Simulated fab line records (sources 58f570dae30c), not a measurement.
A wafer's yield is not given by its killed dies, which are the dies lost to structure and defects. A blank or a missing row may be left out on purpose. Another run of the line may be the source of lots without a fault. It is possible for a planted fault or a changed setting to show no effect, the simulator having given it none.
Chamber matching + flow berkeley_cmos170 + UCB170_PWELL_ETCH_14 on rie_diel-04: 4 sister chambers
The step etches Si3N4 in CH3F/Ar/O2, stops on SiO2, target depth 242 nm, time 151 s. 8 wafers are shown with their chamber, then 9 later ones without.

WAFERS WITH THEIR CHAMBER
| wafer  | chamber | drypump_motor_current_A (A) | throttle_valve_pct (%) |
|--------|---------|-----------------------------|------------------------|
| L080.6 | 1       | 6.3                         | 8.00                   |
| L082.1 | 0       | 5.8                         | 7.95                   |
| L084.2 | 3       | 6.0                         | 8.02                   |
| L084.4 | 2       | 6.1                         | 7.90                   |
| L084.6 | 2       | 6.2                         | 7.89                   |
| L089.3 | 0       | 5.8                         | 7.96                   |
| L089.4 | 3       | 5.9                         | 8.02                   |
| L089.6 | 1       | 6.3                         | 8.02                   |

WAFERS MISSING THEIR CHAMBER
| wafer  | drypump_motor_current_A (A) | throttle_valve_pct (%) |
|--------|-----------------------------|------------------------|
| L093.1 | 5.8                         | 7.96                   |
| L093.3 | 6.3                         | 8.00                   |
| L093.5 | 6.3                         | 8.00                   |
| L097.1 | 6.3                         | 8.01                   |
| L097.2 | 5.9                         | 8.00                   |
| L097.3 | 6.1                         | 7.89                   |
| L097.4 | 5.8                         | 7.95                   |
| L097.5 | 6.3                         | 8.00                   |
| L097.6 | 6.1                         | 7.88                   |

WHICH CHAMBER EACH ONE RAN IN
| wafer  | from the rows above | in truth |
|--------|---------------------|----------|
| L093.1 | 0                   | 0        |
| L093.3 | 1                   | 1        |
| L093.5 | 1                   | 1        |
| L097.1 | 1                   | 1        |
| L097.2 | 3                   | 3        |
| L097.3 | 2                   | 2        |
| L097.4 | 0                   | 0        |
| L097.5 | 1                   | 1        |
| L097.6 | 2                   | 2        |
Placed correctly: 9 of 9. From these rows, 0 cannot be placed. Wrongly placed: 0.
How it was worked out, from the rows above alone: a wafer's distance from a chamber is the root of the sum, over the readings, of the square of ((its reading less the chamber's mean) divided by the reading's scatter). The wafer belongs to the nearest chamber; if the next one is less than 2 further off, it can't be placed. For every chamber, the mean is computed from those of its wafers that are shown. The scatter is the square root of a quotient: the sum, over the shown wafers, of each reading's squared deviation from its chamber's mean, divided by wafers minus chambers.
